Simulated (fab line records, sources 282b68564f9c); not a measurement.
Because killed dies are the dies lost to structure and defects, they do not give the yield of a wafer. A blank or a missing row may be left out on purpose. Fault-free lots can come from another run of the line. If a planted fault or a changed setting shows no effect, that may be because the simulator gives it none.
fab line records	flow rit_cmos
record: lots: 5	wafers: 15	last_day: 6
route steps=202 shown CONTACT@172 M1@184
lots untouched by any fault: they come from a run of this same line in which no faults occurred
start_h: start of the lot's first displayed wafer, in hours after the record's first day	wait_h: hours from the lot's prior step to this one	" identical to the entry in the row above	L1.1+2: a row that stands for several wafers	- no value, or no start given	* or withheld: withheld	< > ~ a bound
route shown NAME@n: a module of which the file shows steps, and the number in the route of the first	usual: the fault-free wafers' mean and standard deviation	same: alike in all rows	chamber/n: place in a boat	sites: readings site by site	_std_site: how widely they spread, as a standard deviation	_edge_site: inner sites' mean taken away from outer sites' mean	radius_mm: for every site, how far away it sits from the centre of the wafer	mask NAME#n: copy n	behind: the tool/chamber that last shaped the wafer	hold: why the lot went on hold/how many hours it stayed there/how the hold came to an end	device: names the non-switching transistor (n, p or np)	end of line: tests run on the same wafers once the route is complete	a step without rows: its recipe alone	killed: not the wafer's yield, but the dies lost to structure and defects at the first sort	map: a wafer's dies, marking killed ones x, the rest . and places with no die _
set.NAME: the setting as run; set.NAME@STEP: as run at that earlier step	model.NAME: the simulator's own value behind a step, which no gauge read
lots at selected steps of the route; one table per step, one row per wafer
services: from which hour (start_h, from the record's first day; less than 0 if before it) a tool's chamber was out of use, for how many hours, and why
== steps ==
step: RIT_CONTACT_SOFTBAKE_04
recipe: resist: NOVOLAK	temp_c: 90	time_s: 60
step: RIT_CONTACT_EXPOSE_05
recipe: mask_id: M11	na: 0.6	source_shape: conventional	sigma_outer: 0.5	target_cd_nm: 1000	dose_mj: 250
step: RIT_CONTACT_PEB_06
recipe: resist: NOVOLAK	temp_c: withheld	time_s: withheld
step: RIT_CONTACT_DEVELOP_07
recipe: resist: NOVOLAK	develop_time_s: 120	dev_temp_c: 23
step: RIT_CONTACT_CD_MEAS_08
recipe: target_cd_nm: 1000
usual: cd_nm: 999.8/2.1
lot.wafer	tool	chamber	start_h	wait_h	cd_nm
L380.1	cd_sem-02	-	78.77	-	997.1
L380.2	"	-	"	"	997.0
L380.5	"	-	"	"	997.4
L383.2	cd_sem-02	-	92.24	-	996.6
L383.3	"	-	"	"	998.8
L383.4	"	-	"	"	996.4
L385.2	cd_sem-01	-	102.15	-	998.2
L385.4	"	-	"	"	997.8
L385.6	"	-	"	"	999.4
L386.1	cd_sem-02	-	106.42	-	998.3
L386.3	"	-	"	"	999.3
L386.6	"	-	"	"	998.6
L394.1	cd_sem-01	-	148.23	-	999.9
L394.4	"	-	"	"	1000.5
L394.6	"	-	"	"	1001.2
step: RIT_CONTACT_OVL_MEAS_09
usual: CONTACT_OVL: -1.0/1
lot.wafer	tool	chamber	start_h	wait_h	CONTACT_OVL[nm]
L380.1	overlay-01	-	78.89	0.1	-0.5
L380.2	"	-	"	"	-0.1
L380.5	"	-	"	"	1.0
L383.2	overlay-02	-	92.35	0.1	-1.4
L383.3	"	-	"	"	-0.7
L383.4	"	-	"	"	-2.2
L385.2	overlay-02	-	102.26	0.1	-1.6
L385.4	"	-	"	"	-3.3
L385.6	"	-	"	"	-2.2
L386.1	overlay-01	-	106.54	0.1	-2.5
L386.3	"	-	"	"	-1.4
L386.6	"	-	"	"	-2.1
L394.1	overlay-01	-	148.35	0.1	-0.7
L394.4	"	-	"	"	-2.5
L394.6	"	-	"	"	-1.0
step: RIT_CONTACT_HARDBAKE_10
recipe: resist: NOVOLAK	temp_c: 140	time_s: 60
step: RIT_CONTACT_ETCH_11
recipe: target_depth_a: 4800	over_etch_frac: 0.2	stop_on: TiSi2	chemistry: CHF3/CF4/Ar	target: SiO2	CHF3_flow_sccm: 50	cf4_flow_sccm: 10	Ar_flow_sccm: 100	O2_flow_sccm: 5	pressure_mtorr: 100	rf_w: 200	time_s: 320
usual: chamber_pressure_mTorr: 100.01/0.081	drypump_motor_current_A: 5.4/0.45	oes_product_au: 0.990/0.018	throttle_valve_pct: 8.93/0.16
lot.wafer	tool	chamber	start_h	wait_h	chamber_pressure_mTorr	drypump_motor_current_A	oes_product_au	rf_hours_counter_h	throttle_valve_pct
L380.1	rie_diel-03	3	79.08	0.1	100.01	5.4	0.997	117	8.81
L380.2	"	1	"	"	99.88	5.2	0.991	2	9.04
L380.5	"	0	"	"	100.00	5.4	0.966	-	8.84
L383.2	rie_diel-02	3	92.53	0.1	100.06	4.9	1.016	79	9.19
L383.3	"	2	"	"	100.01	5.2	0.996	136	8.73
L383.4	"	2	"	"	99.89	5.2	0.995	-	8.75
L385.2	rie_diel-03	0	102.46	0.1	100.10	5.4	0.967	104	8.83
L385.4	"	3	"	"	99.97	5.4	0.996	118	8.79
L385.6	"	1	"	"	100.13	5.2	1.008	-	9.04
L386.1	rie_diel-03	1	106.77	0.1	100.03	5.2	1.005	3	9.03
L386.3	"	3	"	"	99.94	5.4	0.997	118	8.80
L386.6	"	0	"	"	100.04	5.4	0.967	-	8.82
L394.1	rie_diel-01	0	148.53	0.1	100.00	4.9	0.961	34	8.91
L394.4	"	3	"	"	99.98	5.0	1.004	148	8.73
L394.6	"	3	"	"	100.02	5.0	1.007	-	8.74
step: RIT_CONTACT_STRIP_12
recipe: chemistry: O2	time_s: 180	resist: NOVOLAK	platen_temp_c: withheld	power_w: 500	pressure_mtorr: 4000	o2_flow_sccm: 4000
usual: chamber_pressure_mTorr: 3999/3.8	drypump_motor_current_A: 5.8/0.5
lot.wafer	tool	chamber	start_h	wait_h	chamber_pressure_mTorr	drypump_motor_current_A	rf_hours_counter_h
L380.1	plasma_asher-02	1	79.27	0.1	3992	5.5	25
L380.2	"	0	"	"	3997	5.9	25
L380.5	"	0	"	"	4010	5.9	-
L383.2	plasma_asher-03	0	92.73	0.1	3999	5.5	46
L383.3	"	1	"	"	4004	6.6	-
L383.4	"	0	"	"	4003	5.5	-
L385.2	plasma_asher-02	0	102.66	0.1	3997	5.9	27
L385.4	"	1	"	"	4009	5.5	-
L385.6	"	1	"	"	3995	5.5	-
L386.1	plasma_asher-03	0	106.96	0.1	3994	5.6	47
L386.3	"	1	"	"	3999	6.6	-
L386.6	"	1	"	"	3998	6.6	-
L394.1	plasma_asher-03	0	148.73	0.1	4005	5.5	52
L394.4	"	1	"	"	3997	6.6	-
L394.6	"	1	"	"	4000	6.6	-
step: RIT_CONTACT_CD_MEAS_90
recipe: target_cd_nm: 1000
usual: cd_nm: 999.9/2.2
lot.wafer	tool	chamber	start_h	wait_h	cd_nm
L380.1	cd_sem-01	-	79.45	0.1	997.2
L380.2	"	-	"	"	996.7
L380.5	"	-	"	"	997.3
L383.2	cd_sem-01	-	92.92	0.1	997.0
L383.3	"	-	"	"	998.2
L383.4	"	-	"	"	996.2
L385.2	cd_sem-01	-	102.85	0.1	998.4
L385.4	"	-	"	"	997.9
L385.6	"	-	"	"	999.1
L386.1	cd_sem-01	-	107.14	0.1	998.6
L386.3	"	-	"	"	999.6
L386.6	"	-	"	"	998.6
L394.1	cd_sem-02	-	148.90	0.1	1000.9
L394.4	"	-	"	"	999.9
L394.6	"	-	"	"	1000.9
step: RIT_CONTACT_CLEAN_13
recipe: chemistry: SC1	mix: 3:3:50	time_s: 600	temp_c: 75
step: RIT_CONTACT_CLEAN_14
recipe: chemistry: SC2	mix: 3:3:50	time_s: 600	temp_c: 75	dry: n2_spin
step: RIT_M1_SPUTTER_00
recipe: material: Al	target_thk_nm: 400	power_w: 2000	chamber_pressure_pa: 0.4	gas: Ar	time_s: 500	substrate_temp_c: 25
usual: cathode_dc_power_W: 2000.0/0.33	throttle_valve_pct: 30.2/1.2
lot.wafer	tool	chamber	start_h	wait_h	cathode_dc_power_W	throttle_valve_pct	model.Al_of_M1_SPUTTER_00.thk_nm
L380.1	pvd_sputter-03	-	79.92	0.0	1999.9	30.1	396.6
L380.2	"	-	"	"	1999.9	30.4	396.7
L380.5	"	-	"	"	2000.0	30.3	395.1
L383.2	pvd_sputter-01	-	93.39	0.0	1999.8	31.7	402.3
L383.3	"	-	"	"	2000.2	29.6	402.3
L383.4	"	-	"	"	2000.1	29.7	398.6
L385.2	pvd_sputter-01	-	103.30	0.0	1999.5	28.4	223.7
L385.4	"	-	"	"	2000.2	32.0	401.1
L385.6	"	-	"	"	1999.9	28.5	220.3
L386.1	pvd_sputter-04	-	107.62	0.0	2000.1	31.2	400.5
L386.3	"	-	"	"	2000.6	29.6	394
L386.6	"	-	"	"	1999.7	31.6	395.7
L394.1	pvd_sputter-04	-	149.37	0.0	1999.8	29.3	399.5
L394.4	"	-	"	"	1999.9	31.4	403.8
L394.6	"	-	"	"	1999.8	31.4	404.4
step: RIT_M1_RS_MEAS_01
recipe: thk_meas_gauge: four-point-probe	reads: Al_of_M1_SPUTTER_00
usual: M1_AL_RS: 0.0737/0.00094
lot.wafer	tool	chamber	start_h	wait_h	M1_AL_RS[ohm/sq]
L380.1	film_metro-04	-	80.21	0.1	0.0742
L380.2	"	-	"	"	0.0740
L380.5	"	-	"	"	0.0743
L383.2	film_metro-04	-	93.70	0.2	0.0729
L383.3	"	-	"	"	0.0729
L383.4	"	-	"	"	0.0735
L385.2	film_metro-04	-	103.62	0.2	0.1343
L385.4	"	-	"	"	0.0733
L385.6	"	-	"	"	0.1365
L386.1	film_metro-04	-	107.92	0.1	0.0734
L386.3	"	-	"	"	0.0745
L386.6	"	-	"	"	0.0744
L394.1	film_metro-04	-	149.66	0.1	0.0735
L394.4	"	-	"	"	0.0727
L394.6	"	-	"	"	0.0726
step: RIT_M1_THK_MEAS_02
recipe: thk_meas_gauge: xrf	reads: Al_of_M1_SPUTTER_00
usual: M1_AL_THK: 403/5.2
lot.wafer	tool	chamber	start_h	wait_h	M1_AL_THK[nm]
L380.1	film_metro-04	-	80.33	0.1	401
L380.2	"	-	"	"	399
L380.5	"	-	"	"	399
L383.2	film_metro-04	-	93.81	0.1	407
L383.3	"	-	"	"	407
L383.4	"	-	"	"	404
L385.2	film_metro-04	-	103.73	0.1	227
L385.4	"	-	"	"	407
L385.6	"	-	"	"	223
L386.1	film_metro-04	-	108.04	0.1	405
L386.3	"	-	"	"	397
L386.6	"	-	"	"	397
L394.1	film_metro-04	-	149.78	0.1	404
L394.4	"	-	"	"	408
L394.6	"	-	"	"	408
step: RIT_M1_HMDS_03
recipe: prime_time_s: 60	prime_temp_c: 140
step: RIT_M1_COAT_04
recipe: resist: NOVOLAK	spin_rpm: 2000	resist_thk_nm: 1300
step: RIT_M1_SOFTBAKE_05
recipe: resist: NOVOLAK	temp_c: 90	time_s: 60
step: RIT_M1_EXPOSE_06
recipe: mask_id: M12	na: 0.6	source_shape: conventional	sigma_outer: 0.5	target_cd_nm: 2600	dose_mj: 250
step: RIT_M1_PEB_07
recipe: resist: NOVOLAK	temp_c: withheld	time_s: withheld
step: RIT_M1_DEVELOP_08
recipe: resist: NOVOLAK	develop_time_s: 68	dev_temp_c: 23
step: RIT_M1_CD_MEAS_09
recipe: target_cd_nm: 2600
usual: cd_nm: 2599.1/2.1
lot.wafer	tool	chamber	start_h	wait_h	cd_nm
L380.1	cd_sem-02	-	81.27	-	2593.1
L380.2	"	-	"	"	2596.3
L380.5	"	-	"	"	2598.1
L383.2	cd_sem-02	-	94.90	-	2600.7
L383.3	"	-	"	"	2601.4
L383.4	"	-	"	"	2599.8
L385.2	cd_sem-01	-	104.68	-	2600.0
L385.4	"	-	"	"	2598.3
L385.6	"	-	"	"	2598.3
L386.1	cd_sem-02	-	109.10	-	2597.8
L386.3	"	-	"	"	2595.2
L386.6	"	-	"	"	2599.0
L394.1	cd_sem-01	-	151.08	-	2597.0
L394.4	"	-	"	"	2597.8
L394.6	"	-	"	"	2600.1
step: RIT_M1_OVL_MEAS_10
usual: M1_OVL: -1.1/1.1
lot.wafer	tool	chamber	start_h	wait_h	M1_OVL[nm]
L380.1	overlay-02	-	81.39	0.1	-0.6
L380.2	"	-	"	"	-0.6
L380.5	"	-	"	"	-1.3
L383.2	overlay-01	-	95.01	0.1	0.0
L383.3	"	-	"	"	-0.2
L383.4	"	-	"	"	-0.2
L385.2	overlay-01	-	104.78	0.1	-1.0
L385.4	"	-	"	"	-1.3
L385.6	"	-	"	"	-1.4
L386.1	overlay-02	-	109.22	0.1	0.7
L386.3	"	-	"	"	-0.1
L386.6	"	-	"	"	0.2
L394.1	overlay-02	-	151.20	0.1	-0.4
L394.4	"	-	"	"	-0.2
L394.6	"	-	"	"	-0.1
step: RIT_M1_HARDBAKE_11
recipe: resist: NOVOLAK	temp_c: 140	time_s: 120
step: RIT_M1_METAL_ETCH_12
recipe: stop_on: SiO2	chemistry: Cl2/BCl3	target: Al	time_s: 165	over_etch_frac: 0.5	pressure_mtorr: 100	target_depth_a: 6000	rf_w: 250	Cl2_flow_sccm: 60	bcl3_flow_sccm: 50
usual: bcl3_flow_sccm: 50.02/0.17	chamber_pressure_mTorr: 99.99/0.09	drypump_motor_current_A: 5.51/0.27	mfc_cl2_sccm: 60.02/0.19	oes_product_au: 0.784/0.014	throttle_valve_pct: 8.14/0.11
lot.wafer	tool	chamber	start_h	wait_h	bcl3_flow_sccm	chamber_pressure_mTorr	drypump_motor_current_A	mfc_cl2_sccm	oes_product_au	rf_hours_counter_h	throttle_valve_pct
L380.1	rie_metal-04	0	81.68	0.2	50.11	100.02	4.96	60.05	0.779	33	8.06
L380.2	"	1	"	"	50.31	100.01	5.57	60.16	0.782	38	8.16
L380.5	"	1	"	"	50.22	99.96	5.58	60.06	0.783	-	8.14
L383.2	rie_metal-04	1	95.29	0.2	50.05	99.90	5.60	59.91	0.788	38	8.16
L383.3	"	0	"	"	49.89	99.95	4.94	60.03	0.791	-	8.04
L383.4	"	1	"	"	49.91	99.89	5.58	59.93	0.785	-	8.16
L385.2	rie_metal-01	1	105.06	0.2	49.85	99.84	5.77	60.02	0.574	4	8.33
L385.4	"	0	"	"	50.05	100.03	5.30	60.05	0.812	-	8.13
L385.6	"	0	"	"	50.16	99.81	5.33	60.23	0.596	-	8.19
L386.1	rie_metal-04	1	109.51	0.2	50.15	100.05	5.58	60.45	0.786	39	8.16
L386.3	"	1	"	"	50.06	99.98	5.60	60.49	0.771	-	8.16
L386.6	"	0	"	"	49.92	99.89	4.96	59.95	0.786	-	8.02
L394.1	rie_metal-02	0	151.65	0.2	49.79	99.96	5.55	60.24	0.767	1	8.21
L394.4	"	1	"	"	50.37	99.80	5.65	59.97	0.803	-	7.98
L394.6	"	0	"	"	49.72	99.87	5.54	60.09	0.783	-	8.21
step: RIT_M1_STRIP_13
recipe: chemistry: nmp	resist: NOVOLAK	temp_c: 80	time_s: 600	dry: n2_spin
step: RIT_M1_PROBE_99
usual: defect_limited_yield: 97.6/1.1	killed_at_contacts: 0.1/0.27	killed_at_front_end: 6.1/2.9	killed_dies: 6.2/2.9	killed_open: 3.2/1.9	killed_short: 3/1.9	sort_bin_3_pad_short: 0.1/0.2	sort_bin_5_function: 1.3/0.77	sort_bin_6_memory: 0.9/0.64	sort_n_pass: 257.8/2.9	sort_yield_pct: 97.6/1.1
same: gross_dies: 264	killed_at_M0_to_M3: 0	killed_at_M4_up: 0	killed_at_back_side: 0	killed_at_other: 0
lot.wafer	tool	chamber	start_h	wait_h	defect_limited_yield[%]	killed_at_contacts	killed_at_front_end	killed_dies	killed_open	killed_short	sort_bin_3_pad_short[%]	sort_bin_5_function[%]	sort_bin_6_memory[%]	sort_n_pass	sort_yield_pct[%]	model.etest.m1.rs_ohm_sq	model.etest.antenna_m1.vt_shift_v
L380.1	prober-02	-	83.93	0.1	98.9	0	3	3	1	2	0	1.1	0	261.0	98.9	0.07358	-0.01298
L380.2	prober-02	-	83.98	0.1	97.3	0	7	7	4	3	0.4	1.1	1.1	257.0	97.3	0.07299	-0.0106
L380.5	prober-02	-	84.13	0.2	97.3	0	7	7	4	3	0	1.9	0.8	257.0	97.3	0.07323	-0.01357
L383.2	prober-01	-	97.59	0.1	99.6	0	1	1	0	1	0	0.4	0	263.0	99.6	0.07221	-0.01184
L383.3	prober-01	-	97.64	0.2	97.7	0	6	6	3	3	0	1.5	0.8	258.0	97.7	0.07247	-0.007613
L383.4	prober-01	-	97.69	0.2	97.0	1	7	8	3	5	0.4	1.5	1.1	256.0	97.0	0.07262	-0.01521
L385.2	prober-02	-	108.72	0.1	97.0	0	8	8	4	4	0.4	0.8	1.9	256.0	97.0	0.1298	-0.02039
L385.4	prober-02	-	108.82	0.2	98.1	0	5	5	3	2	0	0.4	1.5	259.0	98.1	0.07213	-0.01107
L385.6	prober-02	-	108.92	0.2	94.3	0	15	15	9	6	0.4	3.4	1.9	249.0	94.3	0.1312	-0.01298
L386.1	prober-01	-	111.76	0.1	98.1	0	5	5	2	3	0	1.1	0.8	259.0	98.1	0.07224	-0.01201
L386.3	prober-01	-	111.86	0.2	98.9	1	2	3	1	2	0	0.8	0.4	261.0	98.9	0.07359	-0.01378
L386.6	prober-01	-	112.01	0.2	98.9	0	3	3	2	1	0	1.1	0	261.0	98.9	0.07276	-0.01148
L394.1	prober-01	-	154.13	0.1	98.9	0	3	3	1	2	0	0.8	0.4	261.0	98.9	0.07258	-0.01182
L394.4	prober-01	-	154.28	0.2	98.1	0	5	5	0	5	0.4	0.8	0.8	259.0	98.1	0.07153	-0.01164
L394.6	prober-01	-	154.38	0.2	96.2	0	10	10	5	5	0.4	1.9	1.5	254.0	96.2	0.07182	-0.01095
killed by level:class
L380.1 FOX1:geometric_particle:short=1 SPACER:geometric_particle:open=1 SILICIDE:geometric_particle:short=1
L380.2 GATE:geometric_particle:short=3 SPACER:geometric_particle:open=2 FOX2:geometric_particle:open=1 SILICIDE:geometric_particle:open=1
L380.5 GATE:geometric_particle:open=2 SPACER:geometric_particle:short=2 FOX1:geometric_particle:open=1 GATE:geometric_particle:short=1 SILICIDE:geometric_particle:open=1
L383.2 GATE:geometric_particle:short=1
L383.3 REOX:geometric_particle:open=2 FOX1:geometric_particle:short=1 GATE:geometric_particle:short=1 GATE:geometric_particle:open=1 REOX:geometric_particle:short=1
L383.4 FOX1:geometric_particle:short=2 GATE:geometric_particle:short=2 ACTIVE:geometric_particle:open=1 REOX:geometric_particle:open=1 SPACER:geometric_particle:open=1 CONTACT:geometric_particle:short=1
L385.2 GATE:geometric_particle:open=2 FOX1:geometric_particle:short=1 FOX2:geometric_particle:short=1 GATE:geometric_particle:short=1 SPACER:geometric_particle:short=1 SPACER:geometric_particle:open=1 SILICIDE:geometric_particle:open=1
L385.4 GATE:geometric_particle:open=1 REOX:geometric_particle:open=1 SPACER:geometric_particle:short=1 SILICIDE:geometric_particle:open=1 SILICIDE:geometric_particle:short=1
L385.6 FOX1:geometric_particle:open=3 FOX1:geometric_particle:short=2 GATE:geometric_particle:open=2 FOX2:geometric_particle:open=1 GATE:geometric_particle:short=1 REOX:geometric_particle:short=1 REOX:geometric_particle:open=1 SPACER:geometric_particle:open=1
L386.1 REOX:geometric_particle:short=2 FOX1:geometric_particle:open=1 GATE:geometric_particle:short=1 SILICIDE:geometric_particle:open=1
L386.3 GATE:geometric_particle:short=1 SPACER:geometric_particle:short=1 CONTACT:geometric_particle:open=1
L386.6 FOX1:geometric_particle:open=1 GATE:geometric_particle:open=1 SILICIDE:geometric_particle:short=1
L394.1 FOX2:geometric_particle:short=2 GATE:geometric_particle:open=1
L394.4 SPACER:geometric_particle:short=2 FOX1:geometric_particle:short=1 GATE:geometric_particle:short=1 REOX:geometric_particle:short=1
L394.6 FOX1:geometric_particle:short=2 REOX:geometric_particle:open=2 FOX1:geometric_particle:open=1 FOX2:geometric_particle:open=1 FOX2:geometric_particle:short=1 GATE:geometric_particle:short=1 REOX:geometric_particle:short=1 SPACER:geometric_particle:open=1
== services ==
tool	chamber	start_h	hours	kind
rie_diel-02	-	80.15	2.8	pm
pvd_sputter-01	-	80.20	2.9	repair
rie_metal-01	1	80.46	4.8	repair
rie_metal-04	-	80.53	0.9	repair
rie_metal-02	-	88.21	1.5	repair
rie_metal-02	-	91.58	0.8	repair
rie_diel-02	-	96.14	0.3	repair
plasma_asher-02	-	105.11	0.7	repair
rie_diel-02	0	126.73	-	clean
rie_diel-02	0	126.73	15.0	scheduled_down
rie_diel-02	0	126.73	15.0	vent_cycle
rie_metal-01	-	126.78	2.8	pm
rie_metal-02	0	126.78	15.6	repair
pvd_sputter-03	-	130.94	1.0	repair
rie_metal-04	-	136.12	20.0	pm
rie_metal-04	0	136.12	20.0	vent_cycle
rie_metal-04	1	136.12	20.0	vent_cycle
rie_metal-01	-	138.47	0.3	repair
rie_diel-02	1	141.74	-	clean
rie_diel-02	1	141.74	16.6	scheduled_down
rie_diel-02	1	141.74	16.6	vent_cycle
rie_diel-03	3	143.22	4.3	repair
rie_diel-02	-	147.02	0.3	repair
== key ==
first_sign: step: RIT_M1_RS_MEAS_01	reading: M1_AL_RS	direction: up	sigmas: 65	usual: 0.0737	struck: 0.1354
effect: step: RIT_M1_THK_MEAS_02	reading: M1_AL_THK	direction: down	sigmas: 34	usual: 403	struck: 225
effect: step: RIT_M1_METAL_ETCH_12	reading: oes_product_au	direction: down	sigmas: 14	usual: 0.784	struck: 0.585
model_effect: step: RIT_M1_SPUTTER_00	value: Al_of_M1_SPUTTER_00.thk_nm	without: 395.1	struck: 222
model_effect: step: RIT_M1_PROBE_99	value: etest.m1.rs_ohm_sq	without: 0.07321	struck: 0.1305
met_at RIT_M1_SPUTTER_00
struck_wafers L385.2,L385.6
fault: kind: process_parameter_drift	tool: pvd_sputter-01	chamber: -	onset_h: 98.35	steps: RIT_M1_SPUTTER_00	channel: target_thk_nm	offset: -173.14	shape: step	end_h: 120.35	acts_in: these_recipes_only	stated: 400	scope: struck_wafers_only
